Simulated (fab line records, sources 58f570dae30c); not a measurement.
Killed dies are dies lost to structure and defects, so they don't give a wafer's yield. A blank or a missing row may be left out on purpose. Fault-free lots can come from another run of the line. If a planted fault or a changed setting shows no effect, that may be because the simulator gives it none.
The same fault as seen by 2 desks :: flow berkeley_cmos170 :: numbers are kept per desk, each desk with only its own; the story behind them comes last

== DESK OF THE TOOL OWNER: lpcvd-01 ==
The tool's own readings at UCB170_PWELL_CVD_05 (deposits Si3N4 from SiH2Cl2/NH3, target thk 220 nm, time 3300 s): means of the sampled wafers that have a number, for each lot that ran on this tool. The brackets show how far a lot's mean lies from the usual mean; more than 4 standard deviations puts the lot out of limits, marked OUT.
Columns: A = nh3_flow_sccm at UCB170_PWELL_CVD_05, usual 75.01 sccm; B = pressure_mtorr at UCB170_PWELL_CVD_05, usual 200.0 mTorr; C = spike_tc_source_C at UCB170_PWELL_CVD_05, usual 821.6 C
lot: L725
first seen here: day 7 09:14
A: 75.21
B: 200.9
C: 820.4
This desk's finding: nothing out of limits on the one lot.

== METROLOGY DESK ==
What the gauges read for every lot (on any tool): the sampled wafers with a number, averaged. The brackets show how far a lot's mean lies from the usual mean; more than 4 standard deviations puts the lot out of limits, marked OUT.
Columns: A = cd_nm at UCB170_M1_CD_MEAS_90, usual 700.5 nm
lot: L705
first seen here: day 6 21:53
A: 699.2

lot: L708
first seen here: day 7 17:23
A: 698.2

lot: L707
first seen here: day 7 17:35
A: 701.6

lot: L710
first seen here: day 8 04:17
A: 698.9

lot: L711
first seen here: day 8 15:35
A: 702.0

lot: L712
first seen here: day 8 16:08
A: 701.2

lot: L714
first seen here: day 9 06:01
A: 698.1

lot: L713
first seen here: day 9 06:18
A: 699.2

lot: L725
first seen here: day 11 11:27
A: 702.5

lot: L727
first seen here: day 11 15:37
A: 701.5

lot: L726
first seen here: day 11 18:32
A: 703.4

lot: L728
first seen here: day 11 18:48
A: 701.3
Finding of this desk: none of the 12 lots has anything out of limits.

== ALL TOGETHER ==
The desk of the tool owner found nothing out of limits.
From the metrology desk's view, nothing was out of limits.

== WHAT THE SIMULATOR HAD PUT IN ==
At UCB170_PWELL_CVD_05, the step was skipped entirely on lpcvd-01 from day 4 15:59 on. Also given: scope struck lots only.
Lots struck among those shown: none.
